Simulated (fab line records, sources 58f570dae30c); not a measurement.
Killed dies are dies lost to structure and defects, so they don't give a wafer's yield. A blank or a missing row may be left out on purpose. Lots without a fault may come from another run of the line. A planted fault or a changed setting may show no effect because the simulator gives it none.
Split-lot experiment | flow berkeley_cmos170 | 5 lots, 23 wafers read, on a route of 331 steps

THE SPLIT
At UCB170_M2_SPUTTER_01 (material Al, target thk 900 nm, time 120 s), the setting time_s was moved away from the recipe's 120 s on 8 of the 23 wafers read, by -8.8% to +14.3%. The other wafers ran this setting at the recipe's value.

FROM THE SPLIT TO THE READING: what the file shows between them, 1 step
- UCB170_M2_RS_MEAS_02: measures by four-point-probe

THE READING
M2_AL_THK, in nm, at UCB170_M2_THK_MEAS_03 (measures by xrf). Fault-free wafers of this fab line usually give 869 nm, standard deviation 9.9 nm.

wafer  | tool, chamber at the split | time_s as run, s | against the recipe | M2_AL_THK, nm | against lot-mates on the recipe
L075.1 | pvd_sputter-01, -          | 120              | recipe             | 874           | -
L075.2 | pvd_sputter-01, -          | 120              | recipe             | 866           | -
L075.3 | pvd_sputter-01, -          | 109.5            | -8.8%              | 787           | -89
L075.4 | pvd_sputter-01, -          | 120              | recipe             | 888           | -
L075.5 | pvd_sputter-01, -          | 109.5            | -8.8%              | 787           | -89
L084.1 | pvd_sputter-01, -          | 137.2            | +14.3%             | 997           | +128
L084.3 | pvd_sputter-01, -          | 120              | recipe             | 872           | -
L084.4 | pvd_sputter-01, -          | 120              | recipe             | 865           | -
L084.5 | pvd_sputter-01, -          | 137.2            | +14.3%             | 1015          | +146
L084.6 | pvd_sputter-01, -          | 137.2            | +14.3%             | 986           | +118
L083.1 | pvd_sputter-02, -          | 132.8            | +10.7%             | 950           | +92
L083.2 | pvd_sputter-02, -          | 120              | recipe             | 856           | -
L083.3 | pvd_sputter-02, -          | 132.8            | +10.7%             | 958           | +100
L083.4 | pvd_sputter-02, -          | 120              | recipe             | 859           | -
L083.6 | pvd_sputter-02, -          | 132.8            | +10.7%             | 946           | +88
L080.1 | pvd_sputter-03, -          | 120              | recipe             | 854           | -
L080.2 | pvd_sputter-03, -          | 120              | recipe             | 878           | -
L080.4 | pvd_sputter-03, -          | 120              | recipe             | 874           | -
L080.5 | pvd_sputter-03, -          | 120              | recipe             | 866           | -
L080.6 | pvd_sputter-03, -          | 120              | recipe             | 853           | -
L081.3 | pvd_sputter-01, -          | 120              | recipe             | 869           | -
L081.5 | pvd_sputter-01, -          | 120              | recipe             | 859           | -
L081.6 | pvd_sputter-01, -          | 120              | recipe             | 879           | -

THE FIT
A straight line over all 23 wafers: M2_AL_THK changes by +8.84 nm for each +1% of time_s; r = +0.98; the points scatter about the line by 11 nm.
The same after taking each lot's own level away (the mean of its wafers on the recipe; 23 wafers): +9.25 nm for each +1%; r = +0.99; scatter 8.9 nm.
On that fit, the largest move of time_s shifts the reading by 1.3e+02 nm.
The lots' own levels span 857.5 to 876.0 nm, that is 1.9 times the standard deviation above.
So the lot-to-lot level changes the slope little: the two slopes agree.
Check: with one of the wafers moved furthest among these (+14.3%) left out of the fit, the line predicts +132 nm for it against its lot-mates. It came out at +128 nm against them.

OTHER SPLITS ON THESE WAFERS
These wafers also went through other splits before the reading. Each is held against what the fit with the lots' levels taken away leaves over:
other split on the same wafers    | wafers away from the commonest value | r with M2_AL_THK (lot level and that fit taken away)
UCB170_PLDD_COAT_01 resist_thk_nm | 7                                    | +0.27
UCB170_NSD_IMPLANT_08 dose_cm2    | 8                                    | +0.03
UCB170_SDANNEAL_RTA_01 time_s     | 7                                    | -0.28
UCB170_SILICIDE_SPUTTER_01 time_s | 7                                    | +0.01
UCB170_M1_SPUTTER_00 time_s       | 9                                    | +0.02
UCB170_M1_ETCH_11 pressure_mtorr  | 15                                   | -0.01

THE WHOLE CHAIN: every reading that the file lists as answering this split, in the file's order
step                  | what it does                               | reading                                                                     | change (the file's fit)               | r (the file's)
UCB170_M2_SPUTTER_01  | material Al, target thk 900 nm, time 120 s | Al_of_M2_SPUTTER_01.thk_nm (the simulator's own value, which no gauge read) | +9.44 nm for each +1% of the setting  | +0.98
UCB170_M2_RS_MEAS_02  | measures by four-point-probe               | M2_AL_RS                                                                    | -0.000323 for each +1% of the setting | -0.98
UCB170_M2_THK_MEAS_03 | measures by xrf                            | M2_AL_THK                                                                   | +9.23 for each +1% of the setting     | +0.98

THE FILE'S OWN FIT
M2_AL_THK changes by +9.23 nm for each +1% of time_s, r = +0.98.
